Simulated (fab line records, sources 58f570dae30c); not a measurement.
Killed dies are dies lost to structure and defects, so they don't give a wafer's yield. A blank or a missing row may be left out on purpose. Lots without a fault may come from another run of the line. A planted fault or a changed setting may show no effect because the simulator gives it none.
fab line records | flow berkeley_cmos170
record lots=14 wafers=42 last_day=12
route steps=331 shown SPACER@171 CONTACT@224 M3@310
lots that met no fault: from a run of the same line without faults
start_h: hours from the record's first day to the start of the lot's first wafer shown | wait_h: hours since the lot's step before | " the same as in the row above | L1.1+2: a row that stands for several wafers | - no value, or no start given | * or withheld: withheld | < > ~ a bound
route shown NAME@n: a module of which the file shows steps, and the number in the route of the first | usual: mean/standard deviation of fault-free wafers | same: alike in all rows | chamber/n: place in a boat | sites: the reading at each site | _std_site: their standard deviation | _edge_site: outer sites' mean less inner sites' | radius_mm: how far each site lies from the wafer's centre | mask NAME#n: copy n | behind: the tool/chamber that last shaped the wafer | hold: why the lot was held/for how many hours/how that ended | device: the transistor (n, p or np) that didn't switch | end of line: the same wafers' tests at the end of the route | a step without rows: its recipe alone | killed: dies lost to structure and defects at the first sort, not the wafer's yield | map: a wafer's dies, x killed, . not, _ none there
set.NAME: the setting as run; set.NAME@STEP: as run at that earlier step | model.NAME: the simulator's own value behind a step, which no gauge read
steps of the route over a sample of lots; a table a step, a row a wafer
services: from which hour (start_h, from the record's first day; less than 0 if before it) a tool's chamber was out of use, for how many hours, and why
## steps
# step UCB170_SPACER_CVD_00
# recipe material=SiO2 target_thk_nm=376 temp_c=390 precursor=TEOS/O2 time_s=47 rf_w=562 pressure_mtorr=9000
# usual heater_power_w=247/61
# columns lot.wafer tool chamber start_h wait_h heater_power_w
L563.1 pecvd-02 2 150.43 0.0 196
L563.2 " 0 " " 301
L563.4 " 2 " " 212
L567.1 pecvd-04 2 171.07 0.0 235
L567.3 " 1 " " 206
L567.6 " 0 " " 255
L564.1 pecvd-03 0 171.62 0.0 448
L564.2 " 1 " " 233
L564.6 " 2 " " 237
L565.2 pecvd-04 1 171.89 0.0 202
L565.3 " 0 " " 254
L565.5 " 0 " " 267
L566.1 pecvd-03 0 172.13 0.0 355
L566.2 " 1 " " 249
L566.5 " 1 " " 248
L568.2 pecvd-02 2 174.21 0.0 203
L568.4 " 2 " " 210
L568.5 " 0 " " 315
L571.1 pecvd-03 0 194.42 0.0 425
L571.2 " 2 " " 237
L571.6 " 1 " " 242
L570.1 pecvd-03 1 195.28 0.0 248
L570.2 " 2 " " 254
L570.6 " 0 " " 362
L573.1 pecvd-04 1 208.71 0.0 241
L573.5 " 1 " " 163
L573.6 " 2 " " 198
L576.2 pecvd-03 2 209.15 0.0 181
L576.4 " 1 " " 207
L576.5 " 2 " " 196
L575.1 pecvd-04 1 210.36 0.0 235
L575.3 " 0 " " 262
L575.4 " 1 " " 246
L578.2 pecvd-03 2 218.81 0.0 243
L578.3 " 1 " " 187
L578.4 " 2 " " 244
L583.1 pecvd-02 1 248.30 0.0 189
L583.4 " 2 " " 200
L583.6 " 1 " " 205
L585.1 pecvd-02 0 248.70 0.0 238
L585.4 " 0 " " 256
L585.5 " 2 " " 190
# step UCB170_SPACER_THK_MEAS_01
# recipe reads=SiO2_of_SPACER_CVD_00
# usual SPACER_TEOS_THK=378/6.4
# columns lot.wafer tool chamber start_h wait_h SPACER_TEOS_THK[nm]
L563.1 film_metro-04 - 150.47 0.0 382
L563.2 " - " " 378
L563.4 " - " " 390
L567.1 film_metro-04 - 171.11 0.0 382
L567.3 " - " " 375
L567.6 " - " " 386
L564.1 film_metro-01 - 171.66 0.0 366
L564.2 " - " " 370
L564.6 " - " " 378
L565.2 film_metro-01 - 171.95 0.0 374
L565.3 " - " " 372
L565.5 " - " " 381
L566.1 film_metro-04 - 172.17 0.0 368
L566.2 " - " " 371
L566.5 " - " " 381
L568.2 film_metro-04 - 174.27 0.0 384
L568.4 " - " " 389
L568.5 " - " " 383
L571.1 film_metro-03 - 194.46 0.0 362
L571.2 " - " " 375
L571.6 " - " " 377
L570.1 film_metro-04 - 195.33 0.0 371
L570.2 " - " " 369
L570.6 " - " " 366
L573.1 film_metro-04 - 208.76 0.0 378
L573.5 " - " " 378
L573.6 " - " " 388
L576.2 film_metro-01 - 209.21 0.0 249
L576.4 " - " " 381
L576.5 " - " " 254
L575.1 film_metro-01 - 210.40 0.0 373
L575.3 " - " " 370
L575.4 " - " " 379
L578.2 film_metro-01 - 218.87 0.0 253
L578.3 " - " " 376
L578.4 " - " " 254
L583.1 film_metro-03 - 248.34 0.0 376
L583.4 " - " " 381
L583.6 " - " " 382
L585.1 film_metro-04 - 248.74 0.0 384
L585.4 " - " " 389
L585.5 " - " " 391
# step UCB170_SPACER_ETCHBACK_03
# recipe stop_on=Si target=SiO2 chemistry=CHF3/CF4/Ar CHF3_flow_sccm=50 cf4_flow_sccm=10 Ar_flow_sccm=120 pressure_mtorr=200 rf_w=500 target_depth_a=3760 time_s=100
# usual drypump_motor_current_A=5.3/0.38 oes_product_au=0.908/0.017 throttle_valve_pct=6.52/0.075
# columns lot.wafer tool chamber start_h wait_h drypump_motor_current_A oes_product_au rf_hours_counter_h throttle_valve_pct
L563.1 rie_diel-01 2 152.91 0.0 4.8 0.907 57 6.60
L563.2 " 1 " " 5.7 0.921 48 6.63
L563.4 " 0 " " 5.3 0.930 51 6.43
L564.1 rie_diel-04 3 175.70 0.0 5.6 0.888 49 6.53
L564.2 " 2 " " 5.8 0.905 1 6.63
L564.6 " 0 " " 5.0 0.921 - 6.49
L565.2 rie_diel-01 1 175.70 0.0 5.7 0.898 49 6.62
L565.3 " 2 " " 4.9 0.882 58 6.61
L565.5 " 1 " " 5.7 0.914 - 6.63
L567.1 rie_diel-02 1 175.70 0.0 5.0 0.926 107 6.51
L567.3 " 3 " " 5.3 0.911 6 6.49
L567.6 " 3 " " 5.3 0.939 - 6.49
L566.1 rie_diel-02 2 175.77 0.1 5.4 0.897 12 6.50
L566.2 " 3 " " 5.3 0.903 6 6.49
L566.5 " 2 " " 5.4 0.919 - 6.50
L568.2 rie_diel-04 3 178.87 0.0 5.6 0.919 49 6.51
L568.4 " 3 " " 5.6 0.927 - 6.54
L568.5 " 0 " " 5.0 0.920 - 6.49
L570.1 rie_diel-01 2 197.33 0.0 4.9 0.884 60 6.61
L570.2 " 0 " " 5.3 0.886 53 6.43
L570.6 " 2 " " 4.8 0.880 - 6.61
L571.1 rie_diel-04 0 197.33 0.0 5.0 0.889 61 6.48
L571.2 " 1 " " 6.4 0.890 10 6.51
L571.6 " 2 " " 5.8 0.929 - 6.61
L573.1 rie_diel-02 3 213.55 0.0 5.3 0.927 8 6.49
L573.5 " 2 " " 5.4 0.911 - 6.52
L573.6 " 1 " " 5.0 0.937 - 6.49
L576.2 rie_diel-04 3 213.55 0.0 5.7 0.672 51 6.50
L576.4 " 0 " " 5.0 0.928 62 6.50
L576.5 " 2 " " 5.8 0.707 - 6.60
L575.1 rie_diel-02 1 213.62 0.1 5.0 0.908 109 6.49
L575.3 " 0 " " 4.8 0.862 1 6.34
L575.4 " 3 " " 5.3 0.927 8 6.48
L578.2 rie_diel-02 2 224.60 0.0 5.4 0.687 15 6.50
L578.3 " 3 " " 5.3 0.920 9 6.50
L578.4 " 1 " " 5.0 0.682 109 6.49
L583.1 rie_diel-02 1 253.45 0.0 5.1 0.908 110 6.48
L583.4 " 0 " " 4.8 0.890 3 6.32
L583.6 " 2 " " 5.4 0.917 - 6.50
L585.1 rie_diel-04 0 253.45 0.0 5.0 0.933 64 6.47
L585.4 " 3 " " 5.6 0.914 54 6.53
L585.5 " 0 " " 5.0 0.943 - 6.49
# step UCB170_CONTACT_RTA_08
# recipe temp_c=900 time_s=10 ambient=N2
# usual lamp_power_pct=25.0/2.4 wafer_temp_C_max=903.4/0.68
# columns lot.wafer tool chamber start_h wait_h lamp_power_pct wafer_temp_C_max
L563.1 rtp_anneal-02 0 161.92 0.0 22.4 902.8
L563.2 " 0 " " 22.4 903.9
L563.4 " 0 " " 22.4 902.6
L564.1 rtp_anneal-01 0 184.26 0.0 27.2 903.2
L564.2 " 0 " " 27.2 903.7
L564.6 " 0 " " 27.2 903.3
L567.1 rtp_anneal-01 0 184.71 0.0 27.3 904.6
L567.3 " 0 " " 27.2 904.1
L567.6 " 0 " " 27.2 902.6
L566.1 rtp_anneal-02 0 186.06 0.0 22.4 902.4
L566.2 " 0 " " 22.4 903.5
L566.5 " 0 " " 22.4 903.7
L565.2 rtp_anneal-01 0 186.07 0.0 27.2 902.4
L565.3 " 0 " " 27.2 904.0
L565.5 " 0 " " 27.2 904.4
L568.2 rtp_anneal-01 0 188.38 0.0 27.2 902.9
L568.4 " 0 " " 27.2 904.4
L568.5 " 0 " " 27.2 903.3
L571.1 rtp_anneal-02 0 213.87 0.0 22.4 902.9
L571.2 " 0 " " 22.4 903.6
L571.6 " 0 " " 22.4 903.1
L570.1 rtp_anneal-01 0 213.90 0.0 27.2 904.1
L570.2 " 0 " " 27.2 903.3
L570.6 " 0 " " 27.2 902.5
L573.1 rtp_anneal-02 0 221.67 0.0 22.4 902.9
L573.5 " 0 " " 22.4 903.2
L573.6 " 0 " " 22.4 904.4
L576.2 rtp_anneal-02 0 225.49 0.0 22.4 904.1
L576.4 " 0 " " 22.4 903.4
L576.5 " 0 " " 22.4 902.3
L575.1 rtp_anneal-01 0 225.55 0.1 27.3 902.7
L575.3 " 0 " " 27.2 903.5
L575.4 " 0 " " 27.2 903.4
L578.2 rtp_anneal-01 0 235.44 0.0 27.3 904.7
L578.3 " 0 " " 27.2 904.0
L578.4 " 0 " " 27.2 904.4
L583.1 rtp_anneal-01 0 263.26 0.0 27.2 904.6
L583.4 " 0 " " 27.3 904.2
L583.6 " 0 " " 27.2 903.7
L585.1 rtp_anneal-02 0 263.45 0.0 22.4 903.1
L585.4 " 0 " " 22.4 902.9
L585.5 " 0 " " 22.4 902.9
# step UCB170_M3_SPUTTER_01
# recipe material=Al target_thk_nm=900 time_s=115.5 power_w=6000 chamber_pressure_pa=0.5
# usual throttle_valve_pct=30.3/1
# columns lot.wafer tool chamber start_h wait_h throttle_valve_pct
L563.1 pvd_sputter-02 - 181.73 0.0 29.7
L563.2 " - " " 29.8
L563.4 " - " " 31.3
L564.1 pvd_sputter-02 - 198.20 0.0 29.8
L564.2 " - " " 31.1
L564.6 " - " " 31.3
L567.1 pvd_sputter-03 - 199.42 0.0 29.1
L567.3 " - " " 32.1
L567.6 " - " " 30.3
L566.1 pvd_sputter-04 - 201.07 0.0 30.2
L566.2 " - " " 29.6
L566.5 " - " " 29.6
L565.2 pvd_sputter-03 - 203.17 0.0 28.8
L565.3 " - " " 32.2
L565.5 " - " " 30.5
L568.2 pvd_sputter-04 - 204.28 0.0 30.2
L568.4 " - " " 30.2
L568.5 " - " " 29.6
L571.1 pvd_sputter-04 - 232.51 0.0 29.7
L571.2 " - " " 30.1
L571.6 " - " " 30.1
L570.1 pvd_sputter-03 - 233.03 0.0 30.2
L570.2 " - " " 28.7
L570.6 " - " " 32.3
L573.1 pvd_sputter-03 - 239.76 0.0 28.7
L573.5 " - " " 28.7
L573.6 " - " " 30.4
L576.2 pvd_sputter-02 - 244.05 0.0 31.9
L576.4 " - " " 29.8
L576.5 " - " " 31.9
L575.1 pvd_sputter-03 - 244.66 0.0 28.6
L575.3 " - " " 30.6
L575.4 " - " " 32.1
L578.2 pvd_sputter-03 - 251.69 0.0 31.9
L578.3 " - " " 28.9
L578.4 " - " " 30.4
L585.1 pvd_sputter-02 - 279.86 0.0 31.2
L585.4 " - " " 29.6
L585.5 " - " " 29.7
L583.1 pvd_sputter-03 - 280.60 0.0 28.8
L583.4 " - " " 32.2
L583.6 " - " " 28.6
# step UCB170_M3_STRIP_07
# recipe chemistry=O2 power_w=400 pressure_mtorr=3500 platen_temp_c=withheld o2_flow_sccm=400 overash_fraction=0.5
# usual drypump_motor_current_A=5.7/0.4 oes_product_au=0.734/0.0045 strip_time_to_endpoint_s=21.96/0.054
# columns lot.wafer tool chamber start_h wait_h drypump_motor_current_A oes_product_au rf_hours_counter_h strip_time_to_endpoint_s
L563.1 plasma_asher-04 1 182.73 0.1 6.1 0.731 41 21.99
L563.2 " 0 " " 6.0 0.731 41 21.93
L563.4 " 0 " " 6.0 0.731 - 21.92
L564.1 plasma_asher-03 1 199.25 0.1 5.2 0.740 49 21.91
L564.2 " 0 " " 5.7 0.730 49 21.94
L564.6 " 1 " " 5.2 0.734 - 21.90
L567.1 plasma_asher-04 1 200.14 0.1 6.1 0.733 44 21.84
L567.3 " 0 " " 6.0 0.735 - 21.89
L567.6 " 0 " " 6.0 0.736 - 21.88
L566.1 plasma_asher-03 0 201.79 0.1 5.7 0.730 49 21.88
L566.2 " 1 " " 5.2 0.735 49 21.92
L566.5 " 0 " " 5.7 0.726 - 21.88
L565.2 plasma_asher-04 1 204.70 0.1 6.1 0.734 44 21.96
L565.3 " 1 " " 6.1 0.734 - 21.94
L565.5 " 1 " " 6.1 0.731 - 21.96
L568.2 plasma_asher-03 0 205.69 0.1 5.7 0.738 50 21.95
L568.4 " 0 " " 5.7 0.737 - 21.97
L568.5 " 0 " " 5.7 0.736 - 21.98
L571.1 plasma_asher-04 0 233.33 0.1 6.0 0.737 48 21.96
L571.2 " 1 " " 6.1 0.732 48 22.02
L571.6 " 0 " " 6.0 0.734 - 22.04
L570.1 plasma_asher-02 1 233.74 0.1 6.1 0.733 47 21.98
L570.2 " 0 " " 5.2 0.730 47 21.85
L570.6 " 0 " " 5.3 0.730 - 21.91
L573.1 plasma_asher-02 0 241.44 0.1 5.2 0.732 47 21.95
L573.5 " 1 " " 6.1 0.734 - 21.91
L573.6 " 0 " " 5.2 0.741 - 21.89
L576.2 plasma_asher-04 0 244.94 0.1 6.0 0.738 49 21.87
L576.4 " 0 " " 6.0 0.732 - 21.91
L576.5 " 1 " " 6.1 0.735 - 21.92
L575.1 plasma_asher-04 1 245.51 0.1 6.1 0.728 49 21.94
L575.3 " 0 " " 6.0 0.732 - 21.91
L575.4 " 1 " " 6.1 0.739 - 21.92
L578.2 plasma_asher-03 1 252.52 0.1 5.2 0.733 56 22.05
L578.3 " 1 " " 5.2 0.733 - 22.05
L578.4 " 0 " " 5.7 0.733 - 21.97
L585.1 plasma_asher-04 0 280.58 0.1 6.0 0.736 54 22.01
L585.4 " 1 " " 6.1 0.732 - 22.06
L585.5 " 1 " " 6.1 0.733 - 22.01
L583.1 plasma_asher-02 1 281.31 0.1 6.1 0.735 53 21.96
L583.4 " 0 " " 5.2 0.740 - 21.94
L583.6 " 1 " " 6.1 0.730 - 21.95
## services
# columns tool chamber start_h hours kind
plasma_asher-04 - 133.46 7.6 repair
pecvd-02 - 135.50 14.0 pm
pvd_sputter-03 - 137.41 7.1 repair
pecvd-04 - 148.95 0.5 repair
plasma_asher-04 - 159.68 0.6 repair
rie_diel-04 1 174.74 4.4 repair
pvd_sputter-02 - 186.26 0.7 repair
pecvd-02 2 211.23 6.3 repair
pvd_sputter-02 - 222.10 4.0 repair
pecvd-04 - 223.05 2.8 pm
rtp_anneal-02 - 223.95 0.9 pm
pecvd-03 - 225.08 1.0 repair
pvd_sputter-02 - 232.43 10.7 repair
rie_diel-04 0 241.28 4.8 repair
pecvd-03 - 242.50 14.0 pm
pvd_sputter-02 - 244.52 10.0 repair
rie_diel-02 - 245.21 0.1 repair
pvd_sputter-03 - 247.07 1.1 repair
pecvd-02 - 251.85 0.5 repair
rie_diel-04 1 255.09 13.9 repair
rie_diel-02 0 259.67 11.8 repair
rie_diel-04 2 262.28 7.1 repair
pvd_sputter-03 - 266.48 7.9 repair
rie_diel-04 1 272.72 1.4 repair
## key
first_sign step=UCB170_SPACER_THK_MEAS_01 reading=SPACER_TEOS_THK direction=down sigmas=20 usual=378 struck=252
effect step=UCB170_SPACER_ETCHBACK_03 reading=oes_product_au direction=down sigmas=13 usual=0.908 struck=0.687
met_at UCB170_SPACER_CVD_00
struck_lots L576,L578
struck_wafers L576.2,L576.5,L578.2,L578.4
tester_left_out L576,L578
not_acting_at UCB170_CONTACT_RTA_08,UCB170_M3_SPUTTER_01,UCB170_M3_STRIP_07
onset_between 195.28 209.15
fault kind=process_parameter_drift tool=pecvd-03 chamber=2 onset_h=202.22 steps=UCB170_SPACER_CVD_00 channel=target_thk_nm offset=-124.08 shape=step end_h=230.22 acts_in=these_recipes_only stated=376
# tester_left_out: of these lots the tester's yield and bins aren't shown, on N5 and GAA mostly nor the transistor test; their killed dies are dies lost to structure and defects alone, not to doping, threshold or leakage, so they don't give the yield
